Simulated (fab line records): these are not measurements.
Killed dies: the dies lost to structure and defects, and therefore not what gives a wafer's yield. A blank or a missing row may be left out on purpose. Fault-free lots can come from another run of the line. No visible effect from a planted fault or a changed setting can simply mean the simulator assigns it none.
The tool behind it: which one?    flow berkeleyCmos170    14 lots with 42 wafers sampled at 2 steps, on a route of 331 steps

WHAT EACH GAUGE READ, for each wafer
UCB170_PLDD_TW_MEAS_11. Usual: PLDD_TW typically reads 1004, with standard deviation 8.
lot   measured      on            PLDD_TW         flag
L368  day 7 11:25   filmMetro-02  1010 1005 1002  
L369  day 7 23:56   filmMetro-02  1007 1010 1005  
L371  day 8 11:38   filmMetro-01  1019 1015 1018  
L372  day 8 15:07   filmMetro-01  1009 1019 1013  
L375  day 9 01:13   filmMetro-02  998 992 1001    
L376  day 9 11:04   filmMetro-02  995 994 989     
L378  day 9 11:25   filmMetro-03  991 990 988     
L381  day 10 05:47  filmMetro-02  1008 1005 1006  
L382  day 10 07:04  filmMetro-01  1012 1013 1009  
L383  day 10 07:15  filmMetro-03  991 996 995     
L385  day 11 07:45  filmMetro-03  30 30 30        OFF
L387  day 11 08:05  filmMetro-03  30 30 30        OFF
L388  day 11 21:24  filmMetro-03  1001 998 996    
L389  day 11 21:42  filmMetro-02  1001 997 1006   

EACH LOT AND THE TOOL THAT RAN IT (in order: tool; ch and the chambers of the sampled wafers; start)
lot   UCB170_PLDD_DEVELOP_05
L368  lithoTrack-04 ch 0, day 7 10:00
L369  lithoTrack-02 ch 0, day 7 22:00
L371  lithoTrack-02 ch 0, day 8 10:00
L372  lithoTrack-04 ch 0, day 8 14:00
L375  lithoTrack-02 ch 0, day 9 00:00
L376  lithoTrack-03 ch 0, day 9 10:00
L378  lithoTrack-04 ch 0, day 9 10:00
L381  lithoTrack-04 ch 0, day 10 05:00
L382  lithoTrack-02 ch 0, day 10 06:00
L383  lithoTrack-04 ch 0, day 10 06:00
L385  lithoTrack-02 ch 0, day 11 07:00
L387  lithoTrack-02 ch 0, day 11 07:00
L388  lithoTrack-04 ch 0, day 11 20:00
L389  lithoTrack-03 ch 0, day 11 21:00
- UCB170_PLDD_DEVELOP_05: develop time 45 s.

WHAT THE TOOLS THEMSELVES READ (means of the sampled wafers that have a number; where no wafer has one, the mark that the record gives instead)
The record holds no such reading with a usual standard deviation.

THE ANSWER, worked out from the rows above alone
Rule: a lot is off if the mean of its wafers that have a number lies more than 3 standard deviations from the usual mean. Also off: a lot with no number at a reading for which 4 or more lots have one. Any other lot the step has rows for is counted as sound. The gauges are gone through in route order, then the tools' own readings, and for those a lot's mean is taken as printed above. The first step at which some lot is off is used, and at that step the reading that is off furthest; a lot without a number counts as furthest.
Off: at UCB170_PLDD_TW_MEAS_11 (PLDD_TW), L385, L387.
A tool fits if, at a process step before that reading, it ran every lot that is off, and no sound lot after the first of them. The gauges at UCB170_PLDD_TW_MEAS_11 are tried like those tools. One fits: lithoTrack-02 at UCB170_PLDD_DEVELOP_05. Its last sound lot is L382 (day 10 06:00), its first lot that is off L385 (day 11 07:00): a fault that began between those two fits.

WHAT WAS PUT IN BY THE SIMULATOR
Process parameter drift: lithoTrack-02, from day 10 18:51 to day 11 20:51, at UCB170_PLDD_DEVELOP_05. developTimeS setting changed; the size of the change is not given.
Shown lots that were struck: L385, L387. This agrees with what the rule above found.
